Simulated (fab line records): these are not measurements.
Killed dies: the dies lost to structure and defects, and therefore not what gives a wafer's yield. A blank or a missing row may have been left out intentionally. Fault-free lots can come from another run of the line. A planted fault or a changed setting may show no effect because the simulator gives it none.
Lot-split experiment / flow berkeley-cmos170 / route with 331 steps; 5 lots, 23 wafers read

## THE SPLIT
At UCB170_M3_METAL_ETCH_18 (etches Al in Cl2/BCl3, stops on SiO2, target depth 1170 nm, time 195 s), the setting time-s was moved away from the recipe's 195 s on 9 of the 23 wafers read, by -13.6% to +8.5%. All remaining wafers had this setting at the recipe value.

No step appears in the file between the split and the reading.

## THE READING
oes-product-au, in a.u., at UCB170_M3_STRIP_19 (strips in O2). On this fab line, fault-free wafers typically give 0.536 a.u. with a standard deviation of 0.011 a.u.

wafer=L074.1; tool, chamber at the split=rie-metal-02, 0; time-s as run, s=195; against the recipe=recipe; oes-product-au, a.u.=0.538; against lot-mates on the recipe=-
wafer=L074.2; tool, chamber at the split=rie-metal-02, 0; time-s as run, s=195; against the recipe=recipe; oes-product-au, a.u.=0.539; against lot-mates on the recipe=-
wafer=L074.3; tool, chamber at the split=rie-metal-02, 0; time-s as run, s=195; against the recipe=recipe; oes-product-au, a.u.=0.534; against lot-mates on the recipe=-
wafer=L074.4; tool, chamber at the split=rie-metal-02, 0; time-s as run, s=168.4; against the recipe=-13.6%; oes-product-au, a.u.=0.631; against lot-mates on the recipe=+0.094
wafer=L074.5; tool, chamber at the split=rie-metal-02, 0; time-s as run, s=168.4; against the recipe=-13.6%; oes-product-au, a.u.=0.626; against lot-mates on the recipe=+0.089
wafer=L076.1; tool, chamber at the split=rie-metal-01, 0; time-s as run, s=211.6; against the recipe=+8.5%; oes-product-au, a.u.=0.494; against lot-mates on the recipe=-0.065
wafer=L076.3; tool, chamber at the split=rie-metal-01, 1,0; time-s as run, s=195; against the recipe=recipe; oes-product-au, a.u.=0.561; against lot-mates on the recipe=-
wafer=L076.4; tool, chamber at the split=rie-metal-01, 1,0; time-s as run, s=195; against the recipe=recipe; oes-product-au, a.u.=0.557; against lot-mates on the recipe=-
wafer=L076.5; tool, chamber at the split=rie-metal-01, 0; time-s as run, s=211.6; against the recipe=+8.5%; oes-product-au, a.u.=0.506; against lot-mates on the recipe=-0.053
wafer=L076.6; tool, chamber at the split=rie-metal-01, 1; time-s as run, s=211.6; against the recipe=+8.5%; oes-product-au, a.u.=0.503; against lot-mates on the recipe=-0.056
wafer=L077.1; tool, chamber at the split=rie-metal-02, 0; time-s as run, s=195; against the recipe=recipe; oes-product-au, a.u.=0.523; against lot-mates on the recipe=-
wafer=L077.2; tool, chamber at the split=rie-metal-02, 0; time-s as run, s=195; against the recipe=recipe; oes-product-au, a.u.=0.532; against lot-mates on the recipe=-
wafer=L077.3; tool, chamber at the split=rie-metal-02, 0; time-s as run, s=177.9; against the recipe=-8.8%; oes-product-au, a.u.=0.586; against lot-mates on the recipe=+0.058
wafer=L077.4; tool, chamber at the split=rie-metal-02, 0; time-s as run, s=195; against the recipe=recipe; oes-product-au, a.u.=0.530; against lot-mates on the recipe=-
wafer=L077.5; tool, chamber at the split=rie-metal-02, 0; time-s as run, s=177.9; against the recipe=-8.8%; oes-product-au, a.u.=0.590; against lot-mates on the recipe=+0.062
wafer=L079.2; tool, chamber at the split=rie-metal-03, 0; time-s as run, s=195; against the recipe=recipe; oes-product-au, a.u.=0.526; against lot-mates on the recipe=-
wafer=L079.4; tool, chamber at the split=rie-metal-03, 0; time-s as run, s=195; against the recipe=recipe; oes-product-au, a.u.=0.525; against lot-mates on the recipe=-
wafer=L079.5; tool, chamber at the split=rie-metal-03, 1; time-s as run, s=195; against the recipe=recipe; oes-product-au, a.u.=0.519; against lot-mates on the recipe=-
wafer=L080.1; tool, chamber at the split=rie-metal-02, 0; time-s as run, s=177.4; against the recipe=-9.0%; oes-product-au, a.u.=0.590; against lot-mates on the recipe=+0.065
wafer=L080.2; tool, chamber at the split=rie-metal-02, 0; time-s as run, s=195; against the recipe=recipe; oes-product-au, a.u.=0.529; against lot-mates on the recipe=-
wafer=L080.3; tool, chamber at the split=rie-metal-02, 0; time-s as run, s=177.4; against the recipe=-9.0%; oes-product-au, a.u.=0.592; against lot-mates on the recipe=+0.067
wafer=L080.5; tool, chamber at the split=rie-metal-02, 0; time-s as run, s=195; against the recipe=recipe; oes-product-au, a.u.=0.520; against lot-mates on the recipe=-
wafer=L080.6; tool, chamber at the split=rie-metal-02, 0; time-s as run, s=195; against the recipe=recipe; oes-product-au, a.u.=0.525; against lot-mates on the recipe=-
Rows listing several chambers each stand for several wafers; the file does not say which wafer went through which chamber.

THE FIT
A straight line over all 23 wafers: oes-product-au changes by -0.00582 a.u. for each +1% of time-s; r = -0.95; the points scatter about the line by 0.013 a.u.
The same after taking each lot's own level away (the mean of its wafers on the recipe; 23 wafers): -0.00686 a.u. for each +1%; r = -1.00; scatter 0.0037 a.u.
On that fit, the largest move of time-s shifts the reading by 0.094 a.u.
Measured against the standard deviation above, the lots' own levels, which go from 0.5233 to 0.5590 a.u., span 3.2 times it.
Hence the slope depends on the lot-to-lot level, as the two fits are not the same.
Check: with one of the wafers moved furthest among these (-13.6%) left out of the fit, the line predicts +0.0937 a.u. for it against its lot-mates. It came out at +0.094 a.u. against them.

## THE OTHER SPLITS THESE WAFERS WENT THROUGH
Before the reading, these wafers also passed through other splits. Each is held against what the fit with the lots' levels taken away leaves over:
other split on the same wafers=UCB170_M3_SPUTTER_01 power-w; wafers away from the commonest value=6; r with oes-product-au (lot level and that fit taken away)=+0.21

## THE WHOLE CHAIN: every reading that the file lists as answering this split, in the file's order
step=UCB170_M3_METAL_ETCH_18; what it does=etches Al in Cl2/BCl3, stops on SiO2, target depth 1170 nm, time 195 s; reading=KrF_of_M3_COAT_10.thk-nm (the simulator's own value, which no gauge read); change (the file's fit)=-7.01 nm for each +1% of the setting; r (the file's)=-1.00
step=UCB170_M3_STRIP_19; what it does=strips in O2; reading=oes-product-au; change (the file's fit)=-0.00686 a.u. for each +1% of the setting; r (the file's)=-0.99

## FILE'S OWN FIT
oes-product-au changes by -0.00686 a.u. for each +1% of time-s, r = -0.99.
